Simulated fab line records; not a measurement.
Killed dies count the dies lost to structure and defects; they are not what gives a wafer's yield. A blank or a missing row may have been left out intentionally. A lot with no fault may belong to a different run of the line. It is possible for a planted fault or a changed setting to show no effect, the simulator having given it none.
One fault through the eyes of 2 desks ; flow ritCmos ; every desk sees just its own numbers, and what lay behind them comes last

## DESK OF THE TOOL OWNER: lithoTrack-03
The tool's own readings at RIT_ACTIVE_COAT_06 (resist thk 995 nm): means of the sampled wafers that have a number, for each lot that ran on this tool. The brackets show how far a lot's mean lies from the usual mean; more than 4 standard deviations puts the lot out of limits, marked OUT.
Columns: A = spinSpeedRpm at RIT_ACTIVE_COAT_06, usual 3249.9 rpm
lot;first seen here;A
L213;day 2 10:20;3250.1
L215;day 2 20:52;3134.0 (-55) OUT
L216;day 3 01:21;3131.9 (-56) OUT
This desk's verdict: out of limits on L215, L216, starting with L215 at day 2 20:52 (spinSpeedRpm at RIT_ACTIVE_COAT_06). Within limits: L213.

## THE METROLOGY DESK
Lot by lot, what the gauges showed, no matter which tool ran the lot: averages of those sampled wafers that carry a number. The brackets show how far a lot's mean lies from the usual mean; more than 4 standard deviations puts the lot out of limits, marked OUT.
Columns: A = INCOMING_BOW at RIT_ACTIVE_BOW_MEAS_00, usual 1 um; B = ACTIVE_OXIDE_THK at RIT_ACTIVE_THK_MEAS_02, usual 47.0 nm; C = ACTIVE_NITRIDE_THK at RIT_ACTIVE_THK_MEAS_04, usual 149.4 nm; D = cdNm at RIT_ACTIVE_CD_MEAS_11, usual 1399.8 nm
lot;first seen here;A;B;C;D
L213;day 2 06:04;4;48.1;150.3;1402.5
L215;day 2 16:00;-2;46.6;150.1;1404.2
L216;day 2 21:00;6;47.3;150.3;1399.1
L222;day 4 03:00;-0;47.5;149.1;1401.1
L224;day 4 13:01;-1;45.6;149.6;1401.2
L229;day 5 14:01;2;48.5;145.9;1394.9
This desk's finding: nothing out of limits on any of the 6 lots.

## BROUGHT TOGETHER
The tool owner's desk had the chance to raise an alarm at day 2 20:52 on L215, L216.
Nothing out of limits was seen by the metrology desk.
The metrology desk has L215, L216 on record, within its limits.
Of the lots named, all ran RIT_ACTIVE_COAT_06 on lithoTrack-03.

## WHAT THE SIMULATOR HAD INSERTED
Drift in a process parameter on lithoTrack-03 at RIT_ACTIVE_COAT_06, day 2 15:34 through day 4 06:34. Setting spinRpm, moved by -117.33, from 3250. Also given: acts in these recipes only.
Lots struck among those shown: L215, L216.
Delay in hours, fault start to first out-of-limits reading, by desk: the tool owner's desk at 5.
